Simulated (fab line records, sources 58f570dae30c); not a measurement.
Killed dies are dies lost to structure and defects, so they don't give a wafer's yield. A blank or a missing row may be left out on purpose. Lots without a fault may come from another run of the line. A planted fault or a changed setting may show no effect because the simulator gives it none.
One fault seen from 2 desks | flow berkeley_cmos170 | each desk has only its own numbers; what lay behind them comes last

THE TOOL OWNER'S DESK: rie_diel-02
The tool's own readings at UCB170_GATE_ETCH_14 (etches BARC in N2/H2): means of the sampled wafers that have a number, for each lot that ran on this tool. A lot is out of limits, marked OUT, if its mean lies more than 4 standard deviations from the usual mean; the brackets give that distance.
Columns: A = drypump_motor_current_A at UCB170_GATE_ETCH_14, usual 5.8 A; B = oes_product_au at UCB170_GATE_ETCH_14, usual 1.000 a.u.; C = rf_fwd_power_W at UCB170_GATE_ETCH_14, usual 495.4 W; D = throttle_valve_pct at UCB170_GATE_ETCH_14, usual 13.26 %
lot  | first seen here | A   | B     | C     | D
L253 | day 8 01:56     | 5.8 | 0.988 | 495.3 | 13.20
L254 | day 8 12:10     | 5.5 | 0.984 | 496.0 | 13.32
L269 | day 11 12:30    | 5.7 | 1.024 | 495.5 | 13.39
This desk's finding: nothing out of limits on any of the 3 lots.

THE METROLOGY DESK
What the gauges read, lot by lot, whatever tool the lot ran on: means of the sampled wafers that have a number. A lot is out of limits, marked OUT, if its mean lies more than 4 standard deviations from the usual mean; the brackets give that distance.
Columns: A = GATE_OXIDE_THK at UCB170_GATE_THK_MEAS_02, usual 6.54 nm; B = GATE_POLY_THK at UCB170_GATE_THK_MEAS_05, usual 214.1 nm; C = cd_nm at UCB170_GATE_CD_MEAS_12, usual 350.1 nm; D = GATE_OVL at UCB170_GATE_OVL_MEAS_13, usual 4 nm
lot  | first seen here | A    | B     | C     | D
L253 | day 7 16:03     | 6.44 | 213.0 | 351.6 | -3
L254 | day 8 04:59     | 6.84 | 215.9 | 350.2 | 4
L264 | day 10 10:44    | 6.68 | 210.2 | 352.8 | 2
L269 | day 11 04:44    | 6.64 | 213.8 | 352.7 | 2
L270 | day 11 04:44    | 6.51 | 211.2 | 349.6 | 3
This desk's finding: nothing out of limits on any of the 5 lots.

PUT TOGETHER
The tool owner's desk saw nothing out of limits.
The metrology desk saw nothing out of limits.

WHAT THE SIMULATOR HAD PUT IN
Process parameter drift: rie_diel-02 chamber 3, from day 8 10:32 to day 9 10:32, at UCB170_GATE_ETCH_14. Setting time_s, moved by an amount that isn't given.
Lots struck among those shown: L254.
